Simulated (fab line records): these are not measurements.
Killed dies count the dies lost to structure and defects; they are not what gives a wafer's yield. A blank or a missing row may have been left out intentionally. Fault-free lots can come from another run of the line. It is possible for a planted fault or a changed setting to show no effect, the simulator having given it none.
Code-filled problem report in 8D (eight disciplines) form -- flow berkeley cmos170 -- the parts of the form that need people (team, actions taken, sign-off) are left out

## 1. THE ISSUE
Across 2 wafers from 2 lots, M2_AL_RS at UCB170_M2_RS_MEAS_02 averages 0.0711 ohm/sq, while fault-free wafers read 0.0320 ohm/sq with a standard deviation of 0.00043. That is +91 standard deviations from the usual mean.
The step: measures by four-point-probe.
Seen first at day 10 03:27 on film metro-02, wafer L961.4. Wafers with a number at this step in the record: 42, from 14 lots. The rule behind "out" and "out of limits": a value lying over 4 standard deviations away from the usual mean. All remaining wafers that have a number are taken as sound.

## 2. WHAT THIS IS AND IS NOT
question,is,is not
which readings at this step,M2_AL_RS,-
which lots,"L961, L962","L948, L950, L951, L953, L954, L959, L960, L964, L965, L968, L969, L970"
which wafers of those lots,"L961.4, L962.6","L961.5, L961.6, L962.1, L962.5"
read on which gauges,"film metro-01, film metro-02",film metro-04
when,from day 10 03:27,"up to then (23 sound wafers); but 17 sound wafers of L962, L964, L965, L968, L969, L970 came after"

## 3. SUSPECTS, AND WHAT RULES EACH OUT
Counting: a tool at a process step up to the reading stays a suspect if it ran every lot that is out. Sound lots after the first of them don't rule it out here, since some wafers of a struck lot are sound.
- the gauge at UCB170_M2_RS_MEAS_02 has been ruled out. 2 gauges (film metro-01, film metro-02) read the wafers that are out.
- pvd sputter-03 at UCB170_M2_SPUTTER_01 (material Al, target thk 900 nm, time 120 s): kept. It ran every lot that is out, first L961 (day 10 03:19); its last sound lot up to then is L953 (day 8 08:11).
Left after counting: pvd sputter-03 at UCB170_M2_SPUTTER_01.

## 4. THE CAUSE (what the simulator had put in)
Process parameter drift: pvd sputter-03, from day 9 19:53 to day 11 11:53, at UCB170_M2_SPUTTER_01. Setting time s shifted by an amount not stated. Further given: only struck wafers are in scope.
Only this tool survived the counting.

## 5. THE CHAIN OF EFFECTS, in route order
One row per reading whose mean, taken over the struck wafers that have a number, lies over 3 standard deviations from the usual. Scope: only readings with a usual standard deviation given in the record; hours: median across lots of the time from each lot's start at the first step in this table that gives one to its start at this step; sigmas: change in usual standard deviations.
hours,step,reading,usual,on struck wafers,change,sigmas
0,UCB170_M2_RS_MEAS_02,M2_AL_RS,0.0320 ohm/sq,0.0711,+0.0391,+91
0,UCB170_M2_THK_MEAS_03,M2_AL_THK,907 nm,411,-496,-38
4,UCB170_M2_METAL_ETCH_18,oes product au,0.861 a.u.,0.597,-0.264,-22
Its process steps:
- UCB170_M2_METAL_ETCH_18: etches Al in Cl2/BCl3, stops on SiO2, target depth 1170 nm, time 195 s.

## 6. WHAT WOULD HAVE CAUGHT IT SOONER
Counted from the fault's start at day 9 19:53, it took 8 hours until the first out-of-limits reading at a measuring or inspecting step in this record, taken at day 10 03:27.
No tool reading at UCB170_M2_SPUTTER_01 that has a usual standard deviation in the record was out on any struck wafer, so an alarm limit of 4 standard deviations on those readings would not have fired.
Lots out: 2; of these, L962 started UCB170_M2_SPUTTER_01 on pvd sputter-03 after day 10 03:27. A hold on the tool at that time would have spared it.
